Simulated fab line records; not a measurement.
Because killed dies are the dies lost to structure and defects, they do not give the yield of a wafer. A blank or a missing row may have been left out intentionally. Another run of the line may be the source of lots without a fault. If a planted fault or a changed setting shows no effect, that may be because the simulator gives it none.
Check for tools in common -- flow berkeley-cmos170 -- Lots sampled 15, wafers sampled 45

WHY THIS WAS OPENED
At UCB170_ACTIVE_THK_MEAS_03 the reading ACTIVE_OXIDE_THK is flagged on 3 of 15 lots. Fault-free wafers read 26.4 nm, with a standard deviation of 0.54.
Rule: a lot gets a flag if all its wafers with a number sit over 4 standard deviations from that mean, or if no wafer of it has a number. The other lots count as sound.

lot,measured,on,"ACTIVE_OXIDE_THK (nm), wafer by wafer",flag
L504,day 3 17:49,film-metro-02,27.2 28.3 27.6,
L505,day 3 17:49,film-metro-04,26.8 26.5 26.6,
L506,day 4 03:08,film-metro-04,39.2 40.0 40.0,FLAGGED
L507,day 4 06:00,film-metro-02,27.1 26.8 27.4,
L509,day 4 13:05,film-metro-02,26.8 27.0 26.8,
L508,day 4 14:43,film-metro-04,38.5 39.6 39.3,FLAGGED
L513,day 5 06:18,film-metro-04,26.8 26.6 27.0,
L512,day 5 08:08,film-metro-04,39.5 39.3 39.6,FLAGGED
L517,day 6 11:22,film-metro-03,26.0 25.9 25.8,
L520,day 7 01:07,film-metro-03,25.9 26.1 26.3,
L521,day 7 01:08,film-metro-04,26.0 26.3 26.4,
L519,day 7 01:10,film-metro-02,26.7 26.6 26.2,
L522,day 7 13:52,film-metro-04,25.3 26.1 26.1,
L523,day 7 19:17,film-metro-04,25.5 25.4 26.0,
L527,day 8 06:10,film-metro-03,26.8 27.2 26.5,
The numbers of the flagged lots are 39.4 nm on average: +13.0 nm against the usual, or +24 standard deviations.

EACH LOT AND THE TOOL IT RAN ON
The record keeps 1 process step preceding the reading, out of 331 steps on the route. Cell contents, in order: the tool; ch with the chambers the sampled wafers went through; the start.
lot,flag,UCB170_ACTIVE_OXIDATION_02
L504,,"furnace-04 ch 0, day 3 16:28"
L505,,"furnace-04 ch 0, day 3 16:28"
L506,FLAGGED,"furnace-01 ch 0, day 3 23:12 and furnace-03 ch 0, day 4 01:47"
L507,,"furnace-03 ch 0, day 4 04:37"
L509,,"furnace-03 ch 0, day 4 11:43"
L508,FLAGGED,"furnace-03 ch 0, day 4 11:43 and furnace-04 ch 0, day 4 13:20"
L513,,"furnace-03 ch 0, day 5 04:57"
L512,FLAGGED,"furnace-03 ch 0, day 5 04:57 and furnace-04 ch 0, day 5 06:46"
L517,,"furnace-04 ch 0, day 6 09:50"
L520,,"furnace-04 ch 0, day 6 23:46"
L521,,"furnace-04 ch 0, day 6 23:46"
L519,,"furnace-04 ch 0, day 6 23:46"
L522,,"furnace-01 ch 0, day 7 12:29"
L523,,"furnace-01 ch 0, day 7 17:56"
L527,,"furnace-03 ch 0, day 8 04:49"
These steps, and what they do:
- UCB170_ACTIVE_OXIDATION_02: target thk 26.4 nm, ox time 1260 s.
- UCB170_ACTIVE_THK_MEAS_03

FLAGGED AGAINST TOTAL, ONE TOOL AT A TIME (gauges that did the reading follow at the end)
step,tool,lots run,flagged,share of the flagged lots,sound lots run after its first flagged lot
UCB170_ACTIVE_OXIDATION_02,furnace-01,3,1,some,"2 (L522,L523)"
UCB170_ACTIVE_OXIDATION_02,furnace-03,7,3,all,"4 (L507,L509,L513,L527)"
UCB170_ACTIVE_OXIDATION_02,furnace-04,8,2,some,"4 (L517,L519,L520,L521)"
UCB170_ACTIVE_THK_MEAS_03,film-metro-02,4,0,none,-
UCB170_ACTIVE_THK_MEAS_03,film-metro-03,3,0,none,-
UCB170_ACTIVE_THK_MEAS_03,film-metro-04,8,3,all,"4 (L513,L521,L522,L523)"

THE TABLE: WHAT IT ALLOWS
In 2 table rows, all flagged lots were run: furnace-03 (UCB170_ACTIVE_OXIDATION_02), film-metro-04 (UCB170_ACTIVE_THK_MEAS_03).
- furnace-03 at UCB170_ACTIVE_OXIDATION_02 ran 7 lots, 3 of them flagged. After the first flagged lot (L507, L509, L513, L527), sound lots still ran on it; a lasting fault on the whole tool would not permit that.
- film-metro-04 at UCB170_ACTIVE_THK_MEAS_03 ran 8 lots, 3 of them flagged. After the first flagged lot (L513, L521, L522, L523), sound lots still ran on it; a lasting fault on the whole tool would not permit that.
Not one row of the table ran every flagged lot while running no sound lot after the first.

WHAT WAS PUT IN BY THE SIMULATOR
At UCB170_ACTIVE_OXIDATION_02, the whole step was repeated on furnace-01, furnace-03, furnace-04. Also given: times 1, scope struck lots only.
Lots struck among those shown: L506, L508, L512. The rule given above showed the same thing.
